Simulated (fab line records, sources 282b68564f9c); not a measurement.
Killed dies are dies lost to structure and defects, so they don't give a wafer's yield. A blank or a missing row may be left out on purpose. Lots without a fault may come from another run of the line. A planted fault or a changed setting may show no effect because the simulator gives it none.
A struck lot beside a sound one | flow rit_cmos | 39 steps out of a route of 202
Sound: wafers L973.2, L973.3, L973.6. Struck: wafers L971.1, L971.2, L971.3. The cause comes at the end.
At each step with rows: each side's tool, then ch and its chambers, then its first start. Under that, the readings that differ: sound wafers | struck wafers | difference of the means | sigmas: that difference in standard deviations of wafers without a fault.
alike: readings whose means differ by less than 2 such deviations, and words and numbers that are the same on both sides. not compared: withheld readings, readings that some wafer has no value for, bounds like >300 that may hide the same value, and numbers for which the record gives no deviation and whose values overlap.
The two part at a step that has a row with sigmas, a row that says differs or no value, or rows on one side only. Numbers that don't overlap but have no deviation are shown without sigmas and don't part them. A reading that every wafer of one side lacks parts them only if that side has two wafers or more.

first, 3 steps without rows for these wafers: RIT_GATE_EXPOSE_13 (exposes mask M6, target cd 150 nm); RIT_GATE_PEB_14; RIT_GATE_DEVELOP_15 (develop time 50 s).
RIT_GATE_CD_MEAS_16: target cd 150 nm.
  sound on cd_sem-02, day 5 14:56; struck on cd_sem-02, day 5 06:44
  alike: cd_nm
RIT_GATE_OVL_MEAS_17:
  sound on overlay-01, day 5 15:02; struck on overlay-02, day 5 06:51
  alike: GATE_OVL
then, 1 step without rows for these wafers: RIT_GATE_HARDBAKE_18 (time 60 s).
RIT_GATE_ETCH_19: etches poly-Si in SF6/CHF3/O2, stops on SiO2, time 165 s, target depth 312.5 nm.
  sound on rie_si-02 ch 0,1,3, day 5 15:13; struck on rie_si-02 ch 0,2,3, day 5 07:13
  alike: drypump_motor_current_A, oes_product_au, rf_fwd_power_W, throttle_valve_pct
  not compared: rf_hours_counter_h
RIT_GATE_STRIP_20: strips in O2, time 180 s.
  sound on plasma_asher-04 ch 0,1, day 5 15:20; struck on plasma_asher-04 ch 0,1, day 5 07:20
  alike: drypump_motor_current_A, rf_refl_power_W
  not compared: rf_hours_counter_h
RIT_GATE_CD_MEAS_90: target cd 150 nm.
  sound on cd_sem-02, day 5 15:31; struck on cd_sem-02, day 5 07:30
  alike: cd_nm
then, 3 steps without rows for these wafers: RIT_REOX_CLEAN_00 (cleans in SC1, time 600 s); RIT_REOX_CLEAN_01 (cleans in dHF, time 30 s); RIT_REOX_CLEAN_02 (cleans in SC2, time 600 s).
RIT_REOX_OXIDATION_03: target thk 25.2 nm, ox time 5580 s.
  sound on furnace-01 ch 0, day 5 16:41; struck on furnace-02 ch 0, day 5 07:59
  reading                                     | sound                | struck               | difference | sigmas
  spike_tc_centre_C (C)                       | 900.3 900.8 901.0    | 877.0 877.1 877.3    | -23.6      | -20
  spike_tc_load_C (C)                         | 923.4 923.5 924.0    | 899.5 899.5 896.4    | -25.2      | -11
  spike_tc_source_C (C)                       | 922 918 918          | 899 898 899          | -21        | -6
  tube_center_temp_C (C)                      | 899.99 899.87 900.07 | 875.07 875.09 875.08 | -24.90     | -99 or more
  tube_center_temp_C_max                      | 902.6 902.3 902.5    | 877.3 877.4 876.8    | -25.3      | -67
  model.SiO2_of_REOX_OXIDATION_03.thk_nm (nm) | 24.92 25.06 24.82    | 18.83 19 19.05       | -5.97      |
RIT_REOX_THK_MEAS_04:
  sound on film_metro-01, day 5 19:14; struck on film_metro-04, day 5 10:32
  reading             | sound          | struck         | difference | sigmas
  REOX_OXIDE_THK (nm) | 24.9 25.1 24.8 | 18.8 19.0 19.1 | -6.0       | -11
then, 6 steps without rows for these wafers: RIT_NLDD_HMDS_00 (prime time 60 s); RIT_NLDD_COAT_01 (resist thk 1000 nm); RIT_NLDD_SOFTBAKE_02 (time 60 s); RIT_NLDD_EXPOSE_03 (exposes mask M7, target cd 40700 nm); RIT_NLDD_PEB_04; RIT_NLDD_DEVELOP_05 (develop time 50 s).
RIT_NLDD_OVL_MEAS_06:
  sound on overlay-02, day 5 20:09; struck on overlay-01, day 5 11:27
  alike: NLDD_OVL
then, 2 steps without rows for these wafers: RIT_NLDD_HARDBAKE_07 (time 60 s); RIT_NLDD_IMPLANT_08.
RIT_NLDD_STRIP_09: strips in O2, time 180 s.
  sound on plasma_asher-03 ch 0,1, day 5 20:29; struck on plasma_asher-02 ch 0,1, day 5 11:47
  alike: drypump_motor_current_A, rf_refl_power_W
  not compared: rf_hours_counter_h
RIT_NLDD_TW_MEAS_10:
  sound on film_metro-04, day 5 20:40; struck on film_metro-02, day 5 11:58
  alike: NLDD_TW
then, 6 steps without rows for these wafers: RIT_PLDD_HMDS_00 (prime time 60 s); RIT_PLDD_COAT_01 (resist thk 1000 nm); RIT_PLDD_SOFTBAKE_02 (time 60 s); RIT_PLDD_EXPOSE_03 (exposes mask M8, target cd 40900 nm); RIT_PLDD_PEB_04; RIT_PLDD_DEVELOP_05 (develop time 50 s).
RIT_PLDD_OVL_MEAS_06:
  sound on overlay-02, day 5 21:34; struck on overlay-02, day 5 12:52
  alike: PLDD_OVL
then, 2 steps without rows for these wafers: RIT_PLDD_HARDBAKE_07 (time 60 s); RIT_PLDD_IMPLANT_08.
RIT_PLDD_STRIP_09: strips in O2, time 180 s.
  sound on plasma_asher-04 ch 0,1, day 5 21:54; struck on plasma_asher-03 ch 0,1, day 5 13:12
  alike: drypump_motor_current_A, rf_refl_power_W
  not compared: rf_hours_counter_h
RIT_PLDD_TW_MEAS_10:
  sound on film_metro-02, day 5 22:05; struck on film_metro-02, day 5 13:23
  alike: PLDD_TW
RIT_SPACER_CLEAN_00: cleans in SC1, time 600 s.
  sound on wet_bench-02 ch 0, day 5 22:08; struck on wet_bench-04 ch 3, day 5 13:26
  reading                                     | sound            | struck            | difference | sigmas
  model.SiO2_of_REOX_OXIDATION_03.thk_nm (nm) | 22.99 23.13 22.9 | 17.38 17.54 17.57 | -5.51      |
then, 1 step without rows for these wafers: RIT_SPACER_CLEAN_01 (cleans in dHF, time 30 s).
RIT_M1_PROBE_99:
  sound on prober-02, day 6 12:20; struck on prober-02, day 6 02:48
  reading                             | sound             | struck            | difference | sigmas
  model.etest.pmos_turned.r_on_ohm_um | 3443 3574 3444    | 2838 2857 2884    | -627       |
  model.etest.pmos_0p3.r_on_ohm_um    | 6310 6440 6342    | 5911 5883 5892    | -469       |
  model.etest.pmos_0p15.r_on_ohm_um   | 2779 2902 2777    | 2382 2408 2406    | -421       |
  model.etest.pldd.rs_ohm_sq          | 509.2 520.2 507.5 | 318.2 323.4 324.1 | -190.4     |
  model.etest.nmos_0p15.r_on_ohm_um   | 1173 1196 1174    | 1070 1033 1033    | -136       |
  model.etest.nmos_0p3.r_on_ohm_um    | 2197 2206 2177    | 2086 2041 2041    | -137       |
  model.etest.nldd.rs_ohm_sq          | 395.3 399.6 389.7 | 289.5 293.6 291.1 | -103.5     |
  model.etest.nmos_turned.drive_ua_um | 312.4 302.6 315.3 | 429.2 418 414.9   | +110.6     |
  alike: killed_at_contacts, killed_at_front_end, killed_dies, killed_open, killed_short

WHERE THEY PART
First at RIT_REOX_OXIDATION_03; last, within this record, at RIT_REOX_THK_MEAS_04. Later steps at which nothing parts them and some readings are alike: RIT_NLDD_OVL_MEAS_06, RIT_NLDD_STRIP_09, RIT_NLDD_TW_MEAS_10, RIT_PLDD_OVL_MEAS_06, RIT_PLDD_STRIP_09, RIT_PLDD_TW_MEAS_10, RIT_M1_PROBE_99.

WHY: what the simulator had put in
Process parameter drift: furnace-02, from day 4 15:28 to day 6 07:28, at RIT_REOX_OXIDATION_03. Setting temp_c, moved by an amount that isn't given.
